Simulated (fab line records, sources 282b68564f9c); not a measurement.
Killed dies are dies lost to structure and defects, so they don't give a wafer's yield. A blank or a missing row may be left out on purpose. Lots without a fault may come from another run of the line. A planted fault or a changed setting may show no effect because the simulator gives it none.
A struck lot beside a sound one | flow rit_cmos | 25 steps out of a route of 202
Sound: wafers L240.2, L240.4, L240.5. Struck: wafers L249.2, L249.3, L249.6. The cause comes at the end.
At each step with rows: each side's tool, then ch and its chambers, then its first start. Under that, the readings that differ: sound wafers | struck wafers | difference of the means | sigmas: that difference in standard deviations of wafers without a fault.
alike: readings whose means differ by less than 2 such deviations, and words and numbers that are the same on both sides. not compared: withheld readings, readings that some wafer has no value for, bounds like >300 that may hide the same value, and numbers for which the record gives no deviation and whose values overlap.
The two part at a step that has a row with sigmas, a row that says differs or no value, or rows on one side only. Numbers that don't overlap but have no deviation are shown without sigmas and don't part them. A reading that every wafer of one side lacks parts them only if that side has two wafers or more.

first, 1 step without rows for these wafers: RIT_PRETRO_IMPLANT_08.
RIT_PRETRO_STRIP_09: strips in O2, time 180 s.
  sound on plasma_asher-02 ch 1, day 3 17:23; struck on plasma_asher-02 ch 0,1, day 5 14:56
  alike: drypump_motor_current_A
  not compared: rf_hours_counter_h
RIT_PRETRO_TW_MEAS_10:
  sound on film_metro-02, day 3 17:34; struck on film_metro-03, day 5 15:07
  alike: PRETRO_TW
then, 5 steps without rows for these wafers: RIT_GATE_WET_ETCH_00 (etches SiO2 in BOE, target depth 56 nm, time 60 s); RIT_GATE_CLEAN_01 (cleans in SC1, time 600 s); RIT_GATE_CLEAN_02 (cleans in dHF, time 30 s); RIT_GATE_CLEAN_03 (cleans in SC2, time 600 s); RIT_GATE_CLEAN_04 (cleans in dHF, time 60 s).
RIT_FOX2_THK_MEAS_91:
  sound on film_metro-03, day 3 18:03; struck on film_metro-02, day 5 15:35
  alike: FIELD_OXIDE_LEFT_2_THK
then, 2 steps without rows for these wafers: RIT_GATE_OXIDATION_05 (target thk 3 nm, ox time 270 s); RIT_GATE_ANNEAL_06 (time 600 s).
RIT_GATE_THK_MEAS_07:
  sound on film_metro-02, day 3 20:38; struck on film_metro-04, day 5 19:05
  alike: GATE_OXIDE_THK
RIT_GATE_CVD_08: deposits poly-Si from SiH4, target thk 250 nm, time 2220 s.
  sound on lpcvd-02 ch 1, day 3 20:41; struck on lpcvd-02 ch 0, day 5 19:08
  reading                                  | sound             | struck            | difference | sigmas
  pressure_mtorr (mTorr)                   | 298.8 299.4 300.1 | 449.8 450.0 450.2 | +150.6     | +99 or more
  model.poly-Si_of_GATE_CVD_08.thk_nm (nm) | 249 248.9 249.9   | 310.1 309.3 308.3 | +60.0      |
  alike: susceptor_temp_C
RIT_GATE_THK_MEAS_09:
  sound on film_metro-03, day 3 22:18; struck on film_metro-02, day 5 20:45
  reading            | sound             | struck            | difference | sigmas
  GATE_POLY_THK (nm) | 249.4 249.0 250.0 | 310.1 309.2 308.6 | +59.8      | +28
then, 6 steps without rows for these wafers: RIT_GATE_HMDS_10 (prime time 60 s); RIT_GATE_COAT_11 (resist thk 850 nm); RIT_GATE_SOFTBAKE_12 (time 60 s); RIT_GATE_EXPOSE_13 (exposes mask M6, target cd 150 nm); RIT_GATE_PEB_14; RIT_GATE_DEVELOP_15 (develop time 50 s).
RIT_GATE_CD_MEAS_16: target cd 150 nm.
  sound on cd_sem-01, day 3 23:16; struck on cd_sem-02, day 5 22:01
  alike: cd_nm
RIT_GATE_OVL_MEAS_17:
  sound on overlay-01, day 3 23:22; struck on overlay-02, day 5 22:08
  alike: GATE_OVL
then, 1 step without rows for these wafers: RIT_GATE_HARDBAKE_18 (time 60 s).
RIT_GATE_ETCH_19: etches poly-Si in SF6/CHF3/O2, stops on SiO2, time 165 s, target depth 312.5 nm.
  sound on rie_si-01 ch 0,1, day 3 23:32; struck on rie_si-01 ch 1,2, day 5 22:20
  reading                          | sound             | struck            | difference | sigmas
  oes_product_au (a.u.)            | 0.844 0.850 0.858 | 0.987 0.960 0.984 | +0.126     | +7
  model.GATE.feature_depth_nm (nm) | 249 248.9 249.9   | 310.1 309.3 308.3 | +60.0      |
  model.etch.depth_nm (nm)         | 249 248.9 249.9   | 310.1 309.3 308.3 | +60.0      |
  alike: O2_flow_sccm, drypump_motor_current_A, he_backside_leak_sccm, rf_fwd_power_W, throttle_valve_pct
  not compared: rf_hours_counter_h
RIT_GATE_STRIP_20: strips in O2, time 180 s.
  sound on plasma_asher-04 ch 0,1, day 3 23:39; struck on plasma_asher-04 ch 1, day 5 22:26
  alike: drypump_motor_current_A
  not compared: rf_hours_counter_h

WHERE THEY PART
First at RIT_GATE_CVD_08; last, within this record, at RIT_GATE_ETCH_19. Later steps at which nothing parts them and some readings are alike: RIT_GATE_STRIP_20.

WHY: what the simulator had put in
Process parameter drift: lpcvd-02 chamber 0, from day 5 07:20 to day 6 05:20, at RIT_GATE_CVD_08. Setting pressure_mtorr, moved by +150, from 300. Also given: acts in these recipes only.
